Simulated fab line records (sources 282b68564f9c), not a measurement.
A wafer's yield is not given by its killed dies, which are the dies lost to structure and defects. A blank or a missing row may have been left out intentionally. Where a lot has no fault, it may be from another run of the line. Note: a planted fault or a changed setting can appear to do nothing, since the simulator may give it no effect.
Which of the tools did it? :: flow rit-cmos :: 7 lots (21 wafers sampled), 1 step of a 202-step route

## WHAT THE GAUGES READ, wafer by wafer
RIT_SDANNEAL_RS_MEAS_07: measurement is done with a four-point probe.
lot: L960
measured: day 3 08:56
on: film-metro-04
NLDD_RS (ohm/sq): 152.7 152.6 152.5

lot: L962
measured: day 3 17:29
on: film-metro-04
NLDD_RS (ohm/sq): 150.7 151.2 151.7

lot: L965
measured: day 4 08:47
on: film-metro-02
NLDD_RS (ohm/sq): 151.5 151.6 151.7

lot: L968
measured: day 5 01:49
on: film-metro-01
NLDD_RS (ohm/sq): 152.0 151.8 151.4

lot: L975
measured: day 6 14:25
on: film-metro-04
NLDD_RS (ohm/sq): 151.3 152.0 151.8

lot: L979
measured: day 7 11:59
on: film-metro-04
NLDD_RS (ohm/sq): 151.8 151.8 152.3

lot: L982
measured: day 8 11:25
on: film-metro-04
NLDD_RS (ohm/sq): 151.3 150.8 150.9

## WHAT TOOL EACH LOT RAN ON (gives the tool, then ch and the chambers of the sampled wafers, and finally the start)
There is no process step in the record ahead of these readings.

## THE ANSWER, worked out from the rows above alone
Rule: the usual values come from the lots themselves. The widest of any qualifying gaps counts: lots, ordered by their means at a reading, are off when they make up no more than a third of the lots, leave a main group of 4 or more, and stand apart from it by 3 or more times the standard deviation of that group's means. The tables above print the reading to a certain number of digits; a main group whose means all agree to those digits is not used. Also off: a lot with no number at a reading for which 4 or more lots have one. The other lots that the step has rows for count as sound.
Across all readings shown, no lot is off: no conclusion can be drawn from this.

## WHAT THE SIMULATOR HAD PUT IN
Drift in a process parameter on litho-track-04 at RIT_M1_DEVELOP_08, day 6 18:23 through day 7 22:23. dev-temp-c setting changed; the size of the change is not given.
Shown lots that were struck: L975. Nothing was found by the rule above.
